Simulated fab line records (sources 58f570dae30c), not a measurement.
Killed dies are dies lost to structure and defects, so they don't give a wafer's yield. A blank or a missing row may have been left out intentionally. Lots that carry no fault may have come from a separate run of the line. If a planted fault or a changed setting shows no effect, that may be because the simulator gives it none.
Split-lot trial    flow berkeley_cmos170    13 wafers read across 5 lots, on a route 331 steps long

## ON THE SPLIT
At UCB170_M1_METAL_ETCH_12 (etches Al in Cl2/BCl3, stops on PSG, target depth 780 nm, time 130 s), the setting icp_w was moved away from the recipe's 600 W on 4 of the 13 wafers read, by -9.9% to +11.0%. All remaining wafers had this setting at the recipe value.

Reading taken at the split's own step.

## THE READING
KrF_of_M1_COAT_04.thk_nm (the simulator's own value, which no gauge read), in nm, at UCB170_M1_METAL_ETCH_12 (etches Al in Cl2/BCl3, stops on PSG, target depth 780 nm, time 130 s). The file does not state a usual value for it. The 9 wafers here that ran the recipe average 431.7 nm, standard deviation 3.9 nm.

wafer   tool, chamber at the split  icp_w as run, W  against the recipe  KrF_of_M1_COAT_04.thk_nm, nm  against lot-mates on the recipe
L077.4  rie_metal-01, 0             666.2            +11.0%              386.9                         -42.2
L077.6  rie_metal-01, 0             600              recipe              429.1                         -
L076.1  rie_metal-03, 0             600              recipe              432.9                         -
L076.4  rie_metal-03, 1             600              recipe              426.5                         -
L076.6  rie_metal-03, 1             553.6            -7.7%               457                           +27.3
L079.4  rie_metal-01, 0             600              recipe              439.2                         -
L079.5  rie_metal-01, 1             600              recipe              429.2                         -
L079.6  rie_metal-01, 0             540.7            -9.9%               477.4                         +43.2
L081.5  rie_metal-01, 0             644              +7.3%               404.1                         -23.8
L081.6  rie_metal-01, 1             600              recipe              427.9                         -
L083.1  rie_metal-03, 1             600              recipe              433.9                         -
L083.2  rie_metal-03, 0             600              recipe              435.7                         -
L083.5  rie_metal-03, 1             600              recipe              430.7                         -

FIT RESULTS
A straight line over all 13 wafers: KrF_of_M1_COAT_04.thk_nm changes by -4.04 nm for each +1% of icp_w; r = -0.98; the points scatter about the line by 4.3 nm.
The same after taking each lot's own level away (the mean of its wafers on the recipe; 13 wafers): -3.84 nm for each +1%; r = -0.99; scatter 3.5 nm.
The reading moves by 42 nm for the largest change in icp_w, on that fit.
From 427.90 to 434.20 nm: that is the span of the lots' own levels, equal to 1.6 times the standard deviation above.
The two slopes are in agreement: the lot-to-lot level therefore moves the slope only a little.
Check: for one of the wafers moved furthest among these (+11.0%), held out of the fit, the line's prediction against its lot-mates is -41.5 nm. Against them it came out at -42.2 nm.
Tool readings at the split's step, against how far the setting was moved: oes_product_au r = -0.25.

## ADDITIONAL SPLITS CARRIED BY THESE WAFERS
Before the reading, these wafers also passed through other splits. Each is held against what the fit with the lots' levels taken away leaves over:
other split on the same wafers      wafers away from the commonest value  r with KrF_of_M1_COAT_04.thk_nm (lot level and that fit taken away)
UCB170_SILICIDE_SPUTTER_01 time_s   3                                     +0.53
UCB170_CONTACT_CVD_01 o2_flow_sccm  10                                    +0.14
UCB170_CONTACT_PEB_13 peb_temp_c    3                                     +0.09
UCB170_M1_SPUTTER_00 time_s         0                                     -

## THE FILE'S OWN FIT
KrF_of_M1_COAT_04.thk_nm changes by -3.87 nm for each +1% of icp_w, r = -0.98.
